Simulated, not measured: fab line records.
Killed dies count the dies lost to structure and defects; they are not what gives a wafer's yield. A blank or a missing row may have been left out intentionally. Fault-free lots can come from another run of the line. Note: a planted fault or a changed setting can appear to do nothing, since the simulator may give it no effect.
Which of the tools did it? + flow rit-cmos + Sampling: 14 lots, 42 wafers, 2 of 202 route steps

## WHAT EACH GAUGE READ, for each wafer
RIT_CONTACT_OVL_MEAS_09. Usual: CONTACT_OVL typically reads -0.1 nm, with standard deviation 1.4.
| lot  | measured    | on         | CONTACT_OVL (nm)     | flag |
|------|-------------|------------|----------------------|------|
| L228 | day 3 12:50 | overlay-01 | 0.3 1.3 0.5          |      |
| L231 | day 4 05:47 | overlay-01 | -0.9 -0.5 1.3        |      |
| L233 | day 4 16:23 | overlay-01 | -1.2 -0.7 -0.2       |      |
| L234 | day 4 19:56 | overlay-02 | 0.0 -2.2 -0.9        |      |
| L235 | day 5 01:37 | overlay-02 | -0.8 -3.3 -0.8       |      |
| L237 | day 5 11:05 | overlay-02 | -0.9 -3.3 -2.2       |      |
| L239 | day 5 18:11 | overlay-02 | 1.1 1.1 0.7          |      |
| L240 | day 5 22:16 | overlay-01 | 3.2 2.3 1.3          |      |
| L242 | day 6 09:54 | overlay-01 | -150.7 -152.2 -152.9 | OFF  |
| L245 | day 7 02:31 | overlay-01 | 0.0 0.9 -0.2         |      |
| L247 | day 7 09:26 | overlay-02 | -0.1 -0.7 1.6        |      |
| L246 | day 7 09:53 | overlay-01 | -151.6 -150.6 -152.3 | OFF  |
| L248 | day 7 15:59 | overlay-02 | -0.1 -0.6 0.0        |      |
| L249 | day 7 23:45 | overlay-01 | 1.3 2.2 3.0          |      |

## WHAT TOOL EACH LOT RAN ON (gives the tool, then ch and the chambers of the sampled wafers, and finally the start)
| lot  | RIT_CONTACT_EXPOSE_05              |
|------|------------------------------------|
| L228 | iline-stepper-02 ch 0, day 3 12:13 |
| L231 | iline-stepper-02 ch 0, day 4 05:08 |
| L233 | iline-stepper-02 ch 0, day 4 15:35 |
| L234 | iline-stepper-02 ch 0, day 4 19:14 |
| L235 | iline-stepper-02 ch 0, day 5 00:58 |
| L237 | iline-stepper-01 ch 0, day 5 10:27 |
| L239 | iline-stepper-02 ch 0, day 5 17:34 |
| L240 | iline-stepper-02 ch 0, day 5 21:38 |
| L242 | iline-stepper-01 ch 0, day 6 09:17 |
| L245 | iline-stepper-02 ch 0, day 7 01:52 |
| L247 | iline-stepper-02 ch 0, day 7 08:47 |
| L246 | iline-stepper-01 ch 0, day 7 09:15 |
| L248 | iline-stepper-02 ch 0, day 7 15:21 |
| L249 | iline-stepper-02 ch 0, day 7 23:08 |
- RIT_CONTACT_EXPOSE_05: exposes mask M11, target cd 1000 nm.

## AS READ BY THE TOOLS THEMSELVES (means over the sampled wafers that have a number; for cases with no such wafer, the mark the record gives instead)
RIT_CONTACT_EXPOSE_05. Usual: stage-vel-mm-s 500.04 mm/s, standard deviation 0.25.
| lot  | tool             | stage-vel-mm-s (mm/s) | flag |
|------|------------------|-----------------------|------|
| L228 | iline-stepper-02 | 499.56                |      |
| L231 | iline-stepper-02 | 499.97                |      |
| L233 | iline-stepper-02 | 499.97                |      |
| L234 | iline-stepper-02 | 500.25                |      |
| L235 | iline-stepper-02 | 500.32                |      |
| L237 | iline-stepper-01 | 500.24                |      |
| L239 | iline-stepper-02 | 500.28                |      |
| L240 | iline-stepper-02 | 500.05                |      |
| L242 | iline-stepper-01 | 500.11                |      |
| L245 | iline-stepper-02 | 500.19                |      |
| L247 | iline-stepper-02 | 500.13                |      |
| L246 | iline-stepper-01 | 500.19                |      |
| L248 | iline-stepper-02 | 500.06                |      |
| L249 | iline-stepper-02 | 499.70                |      |

## THE ANSWER, worked out from the rows above alone
Rule: lot off if the mean of its wafers having a number is beyond 3 standard deviations from the usual mean. A lot without any number at a reading at which 4 lots or more have one is off too. The other lots that the step has rows for count as sound. First the gauges in route order, then the tools' own readings, where a lot's mean is used as printed above. At the first step where some lot is off, the reading lying furthest off is the one used; lots without a number count as furthest.
Off: at RIT_CONTACT_OVL_MEAS_09 (CONTACT_OVL), L242, L246.
A tool fits if, at a process step before that reading, it ran every lot that is off, and no sound lot after the first of them. Gauges at RIT_CONTACT_OVL_MEAS_09: tried the same way as those tools. One fits: iline-stepper-01 at RIT_CONTACT_EXPOSE_05. Its last sound lot is L237 (day 5 10:27), its first lot that is off L242 (day 6 09:17): a fault that began between those two fits.

## WHAT THE SIMULATOR HAD PUT IN
Scanner matching overlay: iline-stepper-01, from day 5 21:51 on, at RIT_CONTACT_EXPOSE_05. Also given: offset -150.
Shown lots that were struck: L242, L246. This agrees with what the rule above found.
